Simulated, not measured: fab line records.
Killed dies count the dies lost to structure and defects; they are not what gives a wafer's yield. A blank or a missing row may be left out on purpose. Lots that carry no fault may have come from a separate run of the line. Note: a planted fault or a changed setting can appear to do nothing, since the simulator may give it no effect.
Chamber matching -- flow berkeley_cmos170 -- UCB170_V2_CMP_02 on cmp-01: 4 sister chambers
The step polishes SiO2. 14 wafers are shown with their chamber, then 7 later ones without.

## WAFERS WITH THEIR CHAMBER
wafer,chamber,motor_current_A (A),platen_rpm (rpm)
L581.3,0,15.4,59.94
L581.4,2,16.3,59.98
L581.6,3,18.5,59.97
L582.2,2,16.2,60.04
L582.5,1,15.7,59.96
L582.6,0,15.6,60.01
L585.1,2,16.7,59.97
L585.3,1,16.1,60.03
L585.6,2,16.4,59.97
L588.1,2,16.5,60.00
L588.3,1,15.9,60.05
L588.4,0,16.5,60.02
L587.3,1,15.2,59.98
L587.5,3,19.0,60.02

SIGNATURES (averages over the wafers above)
reading,chamber 0,chamber 1,chamber 2,chamber 3,scatter within a chamber
motor_current_A,15.833,15.725,16.420,18.750,0.375
platen_rpm,59.9900,60.0050,59.9920,59.9950,0.0372
Rule: a wafer's distance from a chamber is the root of the sum, over the readings, of the square of ((its reading less the chamber's mean) divided by the reading's scatter). The wafer belongs to the nearest chamber; if the next one is less than 2 further off, it can't be placed. The scatter is the square root of a quotient: the sum, over the shown wafers, of each reading's squared deviation from its chamber's mean, divided by wafers minus chambers.

## WAFERS WHOSE CHAMBER IS MISSING
wafer,motor_current_A (A),platen_rpm (rpm)
L587.6,16.2,60.04
L599.1,15.9,60.02
L599.2,17.2,59.96
L599.6,18.4,60.08
L603.3,18.4,59.98
L603.5,19.0,59.95
L603.6,16.9,60.03

## THE CHAMBER EACH PASSED THROUGH
wafer,from the rows above,in truth
L587.6,can't be placed: 2 or 1 or 0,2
L599.1,can't be placed: 1 or 0 or 2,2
L599.2,can't be placed: 2 or 0 or 1 or 3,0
L599.6,3,3
L603.3,3,3
L603.5,3,3
L603.6,can't be placed: 2 or 0 or 1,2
Correct placement for 3 of the 7. Cannot be placed on the basis of these rows: 4; the candidates contain the true chamber in 4. 0 placed wrongly.
